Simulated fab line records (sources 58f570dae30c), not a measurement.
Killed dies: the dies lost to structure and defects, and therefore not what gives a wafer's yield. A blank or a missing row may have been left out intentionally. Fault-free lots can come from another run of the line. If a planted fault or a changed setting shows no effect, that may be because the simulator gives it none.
Problem report in the 8D (eight disciplines) form, filled by code || flow berkeleyCmos170 || the parts of the form that need people (team, actions taken, sign-off) are left out

## 1. THE PROBLEM
At UCB170_M2_ETCH_17, oesProductAu averages 0.771 a.u. over 6 wafers from 2 lots, while fault-free wafers read 0.997 a.u., standard deviation 0.022. Relative to the usual mean, that is a shift of -10 standard deviations.
The step: etches BARC in N2/H2.
Earliest sighting: wafer L501.2 on rieDiel-01 at day 11 02:21. Wafers with a number at this step in the record: 42, from 14 lots. The rule behind "out" and "out of limits": a value lying over 4 standard deviations away from the usual mean. The rest of the wafers with a number are treated as sound.

## 2. WHAT THIS IS AND IS NOT
{"question": "which readings at this step", "is": "oesProductAu", "is not": "drypumpMotorCurrentA, throttleValvePct"}
{"question": "which lots", "is": "L501, L503", "is not": "L487, L489, L490, L491, L493, L495, L496, L497, L498, L499, L500, L508"}
{"question": "which wafers of those lots", "is": "all that have a number", "is not": "-"}
{"question": "read on which tools", "is": "rieDiel-01", "is not": "rieDiel-02, rieDiel-03"}
{"question": "when", "is": "from day 11 02:21", "is not": "up to then (33 sound wafers); but 3 sound wafers of L508 came after"}

## 3. WHAT RULES OUT EACH SUSPECT
Counting: a tool stays on the suspect list if, at a process step up to the reading, it processed all lots that are out and no sound lot following the first of them.
- rieDiel-01 at UCB170_M2_ETCH_17 (etches BARC in N2/H2): kept. All lots that are out passed through it, beginning with L501 at day 11 02:21, and no sound lot followed; its final sound lot before that point was L500 at day 10 07:08. On those wafers its own readings are out: oesProductAu.
The count leaves rieDiel-01 at UCB170_M2_ETCH_17.

## 4. THE CAUSE (what the simulator had put in)
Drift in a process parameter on rieDiel-01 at UCB170_M2_ETCH_17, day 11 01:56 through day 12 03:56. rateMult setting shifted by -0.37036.
This tool alone remained once counting was done.

## 5. THE EFFECT CHAIN, in route order
Each row: a reading where the mean over the struck wafers with a number is more than 3 standard deviations away from the usual. Only readings for which the record gives a usual standard deviation are gone through. hours: the time from each lot's start at the first step in this table that gives one to its start at this step, as a median over the lots. sigmas: the change in usual standard deviations.
{"hours": 0, "step": "UCB170_M2_ETCH_17", "reading": "oesProductAu", "usual": "0.997 a.u.", "on struck wafers": 0.771, "change": -0.226, "sigmas": -10}
Here are the process steps it includes:
- UCB170_M2_ETCH_17: etches BARC in N2/H2.

## 6. WHAT WOULD HAVE CAUGHT IT SOONER
In this record no reading fell out of limits until day 11 02:21, 0 hours after the fault had begun at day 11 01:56.
